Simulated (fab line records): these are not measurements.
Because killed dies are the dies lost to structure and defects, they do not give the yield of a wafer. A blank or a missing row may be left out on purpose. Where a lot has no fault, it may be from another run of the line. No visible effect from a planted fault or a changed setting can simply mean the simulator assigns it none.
A struck lot beside a sound one || flow ritCmos || 44 out of 202 route steps
Sound: these wafers, L867.1, L867.2, L867.3. Wafers L874.1, L874.2, L874.4 were the ones struck. The cause comes at the end.
For every step that has rows: the tool of each side, followed by ch and its chambers, followed by its first start. Under that, the readings that differ: sound wafers || struck wafers || difference of the means || sigmas: that difference in standard deviations of wafers without a fault.
alike: readings with means less than 2 such deviations apart, plus words and numbers identical on both sides. not compared: withheld readings, readings lacking a value on some wafer, bounds such as >300 that could conceal the same value, and numbers that have no deviation in the record and whose values overlap.
A row with sigmas, a row that says differs or no value, or rows on one side alone: a step with any of these is where the two part. Non-overlapping numbers with no deviation appear without sigmas and do not part them. Lack of a reading on every wafer of one side parts them only where that side has two or more wafers.

first, 4 steps without rows for these wafers: RIT_PSD_SOFTBAKE_02 (time 60 s); RIT_PSD_EXPOSE_03 (exposes mask M10, target cd 40900 nm); RIT_PSD_PEB_04; RIT_PSD_DEVELOP_05 (develop time 50 s).
RIT_PSD_OVL_MEAS_06:
  struck on overlay-01, day 4 20:46; sound on overlay-01, day 3 06:39
  alike: PSD_OVL
then, 2 steps without rows for these wafers: RIT_PSD_HARDBAKE_07 (time 60 s); RIT_PSD_IMPLANT_08.
RIT_PSD_STRIP_09: strips in O2, time 180 s.
  sound on plasmaAsher-01 ch 0,1, day 3 06:59; struck on plasmaAsher-02 ch 0,1, day 4 21:07
  alike: chamberPressureMTorr, drypumpMotorCurrentA
  not compared: rfHoursCounterH
RIT_PSD_TW_MEAS_10:
  struck on filmMetro-01, day 4 21:17; sound on filmMetro-02, day 3 07:10
{"reading": "PSD_TW", "sound": "3404 3408 3381", "struck": "3439 3416 3444", "difference": "+35", "sigmas": "+2"}
then, 3 steps without rows for these wafers: RIT_SDANNEAL_CLEAN_00 (cleans in SC1, time 600 s); RIT_SDANNEAL_CLEAN_01 (cleans in dHF, time 30 s); RIT_SDANNEAL_CLEAN_02 (cleans in SC2, time 600 s).
RIT_SDANNEAL_RTA_03: time 5 s.
  sound on rtpAnneal-01 ch 0, day 3 07:35; struck on rtpAnneal-02 ch 0, day 4 21:44
  alike: wafer_temp_C_max
RIT_SDANNEAL_RS_MEAS_04: measures by four-point-probe.
  struck on filmMetro-01, day 4 22:10; sound on filmMetro-03, day 3 07:39
{"reading": "PSD_RS (ohm/sq)", "sound": "115.9 115.7 115.6", "struck": "114.4 114.8 114.5", "difference": -1.2, "sigmas": -4}
  not compared: hold
RIT_SDANNEAL_RS_MEAS_05: measures by four-point-probe.
  struck on filmMetro-01, day 5 03:34; sound on filmMetro-03, day 3 07:46
{"reading": "hold", "sound": "- - -", "struck": "awaitDispo/5.3h/release awaitDispo/5.3h/release awaitDispo/5.3h/release", "difference": "no value on the sound wafers", "sigmas": ""}
{"reading": "NSD_RS (ohm/sq)", "sound": "84.7 84.5 84.8", "struck": "84.0 84.1 83.7", "difference": -0.7, "sigmas": -2}
RIT_SDANNEAL_RS_MEAS_06: measures by four-point-probe.
  struck on filmMetro-01, day 5 03:58; sound on filmMetro-03, day 3 07:53
{"reading": "PLDD_RS (ohm/sq)", "sound": "179.3 178.3 178.6", "struck": "176.9 177.1 176.6", "difference": -1.9, "sigmas": -4}
  not compared: hold
RIT_SDANNEAL_RS_MEAS_07: measures by four-point-probe.
  struck on filmMetro-01, day 5 04:05; sound on filmMetro-03, day 3 08:01
  alike: NLDD_RS
then, 1 step without rows for these wafers: RIT_SILICIDE_WET_ETCH_00 (etches SiO2 in BOE, target depth 14 nm, time 15 s).
RIT_SILICIDE_SPUTTER_01: material Ti, target thk 30 nm, time 240 s.
  struck on pvdSputter-01, day 5 04:13; sound on pvdSputter-03, day 3 08:08
  alike: throttleValvePct
RIT_SILICIDE_RS_MEAS_02: measures by four-point-probe.
  struck on filmMetro-03, day 5 04:22; sound on filmMetro-04, day 3 08:17
  alike: SILICIDE_TI_RS
RIT_SILICIDE_THK_MEAS_03: measures by xrf.
  struck on filmMetro-03, day 5 04:29; sound on filmMetro-04, day 3 08:25
  alike: SILICIDE_TI_THK
then, 4 steps without rows for these wafers: RIT_SILICIDE_RTA_04 (time 10 s, ramp up 5 s, ramp down 5 s); RIT_SILICIDE_WET_ETCH_05 (etches Ti in SPM, time 120 s); RIT_SILICIDE_RTA_06 (time 10 s, ramp up 5 s, ramp down 10 s); RIT_CONTACT_CVD_00 (deposits SiO2 from TEOS, target thk 400 nm, time 61 s).
RIT_CONTACT_THK_MEAS_01:
  struck on filmMetro-04, day 5 04:54; sound on filmMetro-02, day 3 08:42
  alike: CONTACT_TEOS_THK
then, 6 steps without rows for these wafers: RIT_CONTACT_HMDS_02 (prime time 60 s); RIT_CONTACT_COAT_03 (resist thk 1000 nm); RIT_CONTACT_SOFTBAKE_04 (time 60 s); RIT_CONTACT_EXPOSE_05 (exposes mask M11, target cd 1000 nm); RIT_CONTACT_PEB_06; RIT_CONTACT_DEVELOP_07 (develop time 120 s).
RIT_CONTACT_CD_MEAS_08: the cd target is 1000 nm.
  struck on cdSem-01, day 5 06:05; sound on cdSem-01, day 3 09:51
  alike: cdNm
RIT_CONTACT_OVL_MEAS_09:
  struck on overlay-01, day 5 06:12; sound on overlay-01, day 3 09:58
  alike: CONTACT_OVL
then, 1 step without rows for these wafers: RIT_CONTACT_HARDBAKE_10 (time 60 s).
RIT_CONTACT_ETCH_11: etches SiO2 in CHF3/CF4/Ar, stops on TiSi2, target depth 480 nm, time 320 s.
  sound on rieDiel-04 ch 0,2,3, day 3 10:10; struck on rieDiel-03 ch 0,1,3, day 5 06:23
  alike: chamberPressureMTorr, drypumpMotorCurrentA, oesProductAu, throttleValvePct
  not compared: rfHoursCounterH
RIT_CONTACT_STRIP_12: strips in O2, time 180 s.
  sound on plasmaAsher-02 ch 0,1, day 3 10:21; struck on plasmaAsher-04 ch 0,1, day 5 06:35
  alike: chamberPressureMTorr, drypumpMotorCurrentA
  not compared: rfHoursCounterH
RIT_CONTACT_CD_MEAS_90: the cd target is 1000 nm.
  struck on cdSem-02, day 5 06:46; sound on cdSem-01, day 3 10:32
  alike: cdNm
then, 2 steps without rows for these wafers: RIT_CONTACT_CLEAN_13 (cleans in SC1, time 600 s); RIT_CONTACT_CLEAN_14 (cleans in SC2, time 600 s).
RIT_M1_SPUTTER_00: material Al, target thk 400 nm, time 500 s.
  struck on pvdSputter-02, day 5 07:14; sound on pvdSputter-04, day 3 11:10
  alike: throttleValvePct
RIT_M1_RS_MEAS_01: measures by four-point-probe.
  struck on filmMetro-03, day 5 07:31; sound on filmMetro-01, day 3 11:28
  alike: M1_AL_RS
RIT_M1_METAL_ETCH_12: etches Al in Cl2/BCl3, stops on SiO2, time 165 s, target depth 600 nm.
  sound on rieMetal-02 ch 0,1, day 3 13:11; struck on rieMetal-01 ch 0,1, day 5 08:59
  alike: chamberPressureMTorr, drypumpMotorCurrentA, oesProductAu, throttleValvePct
  not compared: rfHoursCounterH, model.M1.cdNm
RIT_M1_PROBE_99:
  struck on prober-02, day 5 11:16; sound on prober-01, day 3 15:26
  alike: killedAtFrontEnd, killedDies, killedOpen, killedShort

## WHERE THEY PART
At RIT_PSD_TW_MEAS_10 first; at RIT_SDANNEAL_RS_MEAS_06 last (within this record only). Later steps at which nothing parts them and some readings are alike: RIT_SDANNEAL_RS_MEAS_07, RIT_SILICIDE_SPUTTER_01, RIT_SILICIDE_RS_MEAS_02, RIT_SILICIDE_THK_MEAS_03, RIT_CONTACT_THK_MEAS_01, RIT_CONTACT_CD_MEAS_08, RIT_CONTACT_OVL_MEAS_09, RIT_CONTACT_ETCH_11, RIT_CONTACT_STRIP_12, RIT_CONTACT_CD_MEAS_90, RIT_M1_SPUTTER_00, RIT_M1_RS_MEAS_01, RIT_M1_METAL_ETCH_12, RIT_M1_PROBE_99.

WHY: the cause the simulator had injected
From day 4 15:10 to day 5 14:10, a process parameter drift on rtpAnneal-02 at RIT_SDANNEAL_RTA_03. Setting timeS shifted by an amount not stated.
